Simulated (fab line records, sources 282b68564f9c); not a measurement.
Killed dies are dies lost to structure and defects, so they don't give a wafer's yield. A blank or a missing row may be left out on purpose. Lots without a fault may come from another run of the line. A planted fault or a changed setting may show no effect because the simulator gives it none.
Which tool did it? | flow rit_cmos | 14 lots, 42 wafers sampled, at 2 steps of a route of 202

WHAT THE GAUGES READ, wafer by wafer
The record holds no reading of a measuring or inspecting step that can be judged against a usual standard deviation.

WHICH TOOL RAN EACH LOT (tool, then ch and the chambers of the sampled wafers, then the start)
lot  | RIT_M1_STRIP_14                     | RIT_M1_PROBE_99
L878 | plasma_asher-03 ch 0,1, day 3 10:59 | -
L879 | plasma_asher-04 ch 0,1, day 3 16:53 | -
L880 | plasma_asher-04 ch 0,1, day 3 18:19 | -
L882 | plasma_asher-04 ch 0,1, day 4 05:58 | -
L883 | plasma_asher-03 ch 0, day 4 12:23   | -
L884 | plasma_asher-04 ch 0,1, day 4 14:34 | -
L886 | plasma_asher-01 ch 0,1, day 5 03:46 | -
L888 | plasma_asher-03 ch 0,1, day 5 16:37 | -
L891 | plasma_asher-03 ch 0,1, day 6 05:18 | -
L897 | plasma_asher-01 ch 0,1, day 7 08:37 | -
L898 | plasma_asher-03 ch 0,1, day 7 15:01 | -
L899 | plasma_asher-04 ch 0,1, day 7 20:01 | -
L900 | plasma_asher-01 ch 0,1, day 7 23:08 | prober-01, day 8 01:04
L901 | plasma_asher-04 ch 0,1, day 8 06:38 | prober-02, day 8 08:33
- RIT_M1_STRIP_14: strips in O2, time 180 s.
- RIT_M1_PROBE_99

WHAT THE TOOLS THEMSELVES READ (means of the sampled wafers that have a number; where no wafer has one, the mark that the record gives instead)
RIT_M1_STRIP_14. Usual: chamber_pressure_mTorr 4000 mTorr, standard deviation 3.8; drypump_motor_current_A 5.7 A, standard deviation 0.58.
lot  | tool            | chamber_pressure_mTorr (mTorr) | drypump_motor_current_A (A) | flag
L878 | plasma_asher-03 | 4002                           | 5.3                         |
L879 | plasma_asher-04 | 4000                           | 6.0                         |
L880 | plasma_asher-04 | 3999                           | 5.9                         |
L882 | plasma_asher-04 | 4002                           | 5.9                         |
L883 | plasma_asher-03 | 4001                           | 5.5                         |
L884 | plasma_asher-04 | 4000                           | 6.0                         |
L886 | plasma_asher-01 | 3999                           | 6.0                         |
L888 | plasma_asher-03 | 4000                           | 5.3                         |
L891 | plasma_asher-03 | 3999                           | 5.5                         |
L897 | plasma_asher-01 | -                              | -                           | OFF
L898 | plasma_asher-03 | -                              | -                           | OFF
L899 | plasma_asher-04 | 4000                           | 5.9                         |
L900 | plasma_asher-01 | 4004                           | 5.5                         |
L901 | plasma_asher-04 | 3998                           | 5.9                         |

RIT_M1_PROBE_99. Usual: defect_limited_yield 97.4 %, standard deviation 1.1; killed_at_contacts 0.1, standard deviation 0.3; killed_at_front_end 6.9, standard deviation 2.9; killed_dies 7.0, standard deviation 2.9; killed_open 3.3, standard deviation 2; killed_short 3.7, standard deviation 2; sort_bin_3_pad_short 0.1 %, standard deviation 0.22; sort_bin_5_function 1.5 %, standard deviation 0.81; sort_bin_6_memory 1.0 %, standard deviation 0.64; sort_n_pass 257.0, standard deviation 2.9; sort_yield_pct 97.4 %, standard deviation 1.1.
lot  | tool      | defect_limited_yield (%) | killed_at_contacts | killed_at_front_end | killed_dies | killed_open | killed_short | sort_bin_3_pad_short (%) | sort_bin_5_function (%) | sort_bin_6_memory (%) | sort_n_pass | sort_yield_pct (%) | flag
L900 | prober-01 | 98.0                     | 0.0                | 5.3                 | 5.3         | 2.0         | 3.3          | 0.0                      | 0.8                     | 1.2                   | 258.7       | 98.0               |
L901 | prober-02 | 96.3                     | 0.0                | 9.7                 | 9.7         | 5.3         | 4.3          | 0.0                      | 1.5                     | 2.1                   | 254.3       | 96.3               |

THE ANSWER, worked out from the rows above alone
Rule: a lot is off if the mean of its wafers that have a number lies more than 3 standard deviations from the usual mean. A lot without any number at a reading at which 4 lots or more have one is off too. The other lots that the step has rows for count as sound. The gauges are gone through in route order, then the tools' own readings, and for those a lot's mean is taken as printed above. The first step at which some lot is off is used, and at that step the reading that is off furthest; a lot without a number counts as furthest.
Off: L897, L898, at RIT_M1_STRIP_14 (chamber_pressure_mTorr). Without a number there: L897, L898.
A tool fits if, at that step or a process step before it, it ran every lot that is off, and no sound lot after the first of them. None of those tried fits.

WHAT THE SIMULATOR HAD PUT IN
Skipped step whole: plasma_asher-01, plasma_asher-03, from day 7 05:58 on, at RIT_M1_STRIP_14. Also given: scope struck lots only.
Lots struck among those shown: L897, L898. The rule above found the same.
